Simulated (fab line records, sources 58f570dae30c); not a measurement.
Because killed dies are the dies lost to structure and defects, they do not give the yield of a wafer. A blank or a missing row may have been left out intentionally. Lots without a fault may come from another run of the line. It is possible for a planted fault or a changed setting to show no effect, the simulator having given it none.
8D (eight disciplines) problem report, filled in by code :: flow berkeley_cmos170 :: the parts of the form that need people (team, actions taken, sign-off) are left out

## 1. PROBLEM STATEMENT
Wafers free of any fault read 377 nm (standard deviation 4.3) for SPACER_TEOS_THK at UCB170_SPACER_THK_MEAS_01, against a mean of 254 nm on 2 wafers of 2 lots. That puts it -29 standard deviations away from the usual mean.
The first sign was on wafer L148.5 at day 11 07:01, on film_metro-02. The record holds 42 wafers of 14 lots with a number at this step. The rule behind "out" and "out of limits": a value lying over 4 standard deviations away from the usual mean. All remaining wafers that have a number are taken as sound.

## 2. WHAT IT IS, AND WHAT IT ISN'T
question: which readings at this step
is: SPACER_TEOS_THK
is not: -

question: which lots
is: L148, L150
is not: L132, L133, L134, L135, L136, L137, L139, L140, L141, L151, L152, L155

question: which wafers of those lots
is: L148.5, L150.1
is not: L148.2, L148.6, L150.3, L150.5

question: read on which gauges
is: film_metro-01, film_metro-02
is not: film_metro-03

question: when
is: from day 11 07:01
is not: up to then (29 sound wafers); but 11 sound wafers of L150, L151, L152, L155 came after

## 3. SUSPECTS, AND WHAT RULES EACH OUT
Counting: any tool at a process step up to the reading remains a suspect provided it ran every lot that is out. Sound lots after the first of them don't rule it out here, since some wafers of a struck lot are sound.
- the gauge at UCB170_SPACER_THK_MEAS_01: ruled out. The wafers that are out were read on 2 gauges (film_metro-01, film_metro-02).
- pecvd-01 at UCB170_SPACER_CVD_00 (deposits SiO2 from TEOS/O2, target thk 376 nm, time 47 s): kept. It ran every lot that is out, first L148 (day 11 06:58); its last sound lot up to then is L139 (day 9 20:58).
- At UCB170_SPACER_CVD_00, inside pecvd-01: chamber 1 took the wafers that are out, while their sound lot-mates went through chambers 0, 2.
Remaining after the count: pecvd-01 at UCB170_SPACER_CVD_00.

## 4. THE CAUSE (what the simulator had put in)
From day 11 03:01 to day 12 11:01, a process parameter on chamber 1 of pecvd-01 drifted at UCB170_SPACER_CVD_00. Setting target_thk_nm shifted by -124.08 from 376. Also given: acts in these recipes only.
Counting left only this tool.

## 5. SEQUENCE OF EFFECTS, ordered by route
Each row: a reading where the mean over the struck wafers with a number is more than 3 standard deviations away from the usual. Scope: only readings with a usual standard deviation given in the record; hours: median across lots of the time from each lot's start at the first step in this table that gives one to its start at this step; sigmas: change in usual standard deviations.
hours: 0
step: UCB170_SPACER_THK_MEAS_01
reading: SPACER_TEOS_THK
usual: 377 nm
on struck wafers: 254
change: -123
sigmas: -29

hours: 7
step: UCB170_SPACER_ETCHBACK_03
reading: oes_product_au
usual: 0.904 a.u.
on struck wafers: 0.682
change: -0.222
sigmas: -13
Here are the process steps it includes:
- UCB170_SPACER_ETCHBACK_03: etches SiO2 in CHF3/CF4/Ar, stops on Si, target depth 376 nm, time 100 s.

## 6. WHAT WOULD HAVE CAUGHT IT SOONER
4 hours passed between the start of the fault at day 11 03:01 and the first reading out of limits at a measuring or inspecting step in this record, taken at day 11 07:01.
Of the tool readings at UCB170_SPACER_CVD_00 for which the record gives a usual standard deviation, none was out on any struck wafer, so an alarm limit of 4 standard deviations on them would not have fired.
Among the 2 lots that are out, L150 began UCB170_SPACER_CVD_00 on pecvd-01 after day 11 07:01. A hold on the tool at that time would have spared it.
